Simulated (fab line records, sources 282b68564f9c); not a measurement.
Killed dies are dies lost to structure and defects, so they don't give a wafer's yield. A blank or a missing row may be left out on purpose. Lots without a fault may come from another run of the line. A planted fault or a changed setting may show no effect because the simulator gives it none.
Which tool did it? | flow rit_cmos | 7 lots, 21 wafers sampled, at 2 steps of a route of 202

WHAT THE GAUGES READ, wafer by wafer
RIT_NSD_TW_MEAS_10.
lot  | measured    | on            | NSD_TW
L868 | day 3 10:16 | film_metro-03 | 3073 3072 3074
L870 | day 3 20:57 | film_metro-03 | 3087 3064 3078
L872 | day 4 04:38 | film_metro-03 | 3102 3114 3104
L877 | day 5 06:18 | film_metro-03 | 3001 3015 2997
L882 | day 6 07:46 | film_metro-03 | 3112 3109 3092
L884 | day 6 19:32 | film_metro-02 | 3066 3074 3061
L888 | day 7 14:40 | film_metro-01 | 3062 3051 3067

WHICH TOOL RAN EACH LOT (tool, then ch and the chambers of the sampled wafers, then the start)
lot  | RIT_NSD_IMPLANT_08
L868 | implanter-03 ch 0, day 3 09:56
L870 | implanter-03 ch 0, day 3 20:38
L872 | implanter-01 ch 0, day 4 04:19
L877 | implanter-01 ch 0, day 5 05:59
L882 | implanter-04 ch 0, day 6 07:28
L884 | implanter-04 ch 0, day 6 19:13
L888 | implanter-04 ch 0, day 7 14:21
- RIT_NSD_IMPLANT_08

THE ANSWER, worked out from the rows above alone
Rule: what is usual is taken from the lots themselves. Put in order of their means at a reading, lots are off if they are a third of the lots or fewer, leave a main group of 4 or more, and stand apart from it by a gap of 3 or more times the standard deviation of the main group's means; of several such gaps the widest counts. A main group whose means are all the same, to the digits that the tables above print for the reading, isn't used. A lot without any number at a reading at which 4 lots or more have one is off too. The other lots that the step has rows for count as sound.
Off: L877, at RIT_NSD_TW_MEAS_10 (NSD_TW). The main group: mean 3081, standard deviation 18.
A tool fits if, at a process step before that reading, it ran every lot that is off, and no sound lot after the first of them. The gauges at RIT_NSD_TW_MEAS_10 are tried like those tools. One fits: implanter-01 at RIT_NSD_IMPLANT_08. Its last sound lot is L872 (day 4 04:19), its first lot that is off L877 (day 5 05:59): a fault that began between those two fits.

WHAT THE SIMULATOR HAD PUT IN
Process parameter drift: implanter-01, from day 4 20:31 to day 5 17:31, at RIT_NSD_IMPLANT_08. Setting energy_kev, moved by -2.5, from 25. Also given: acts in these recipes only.
Lots struck among those shown: L877. The rule above found the same.
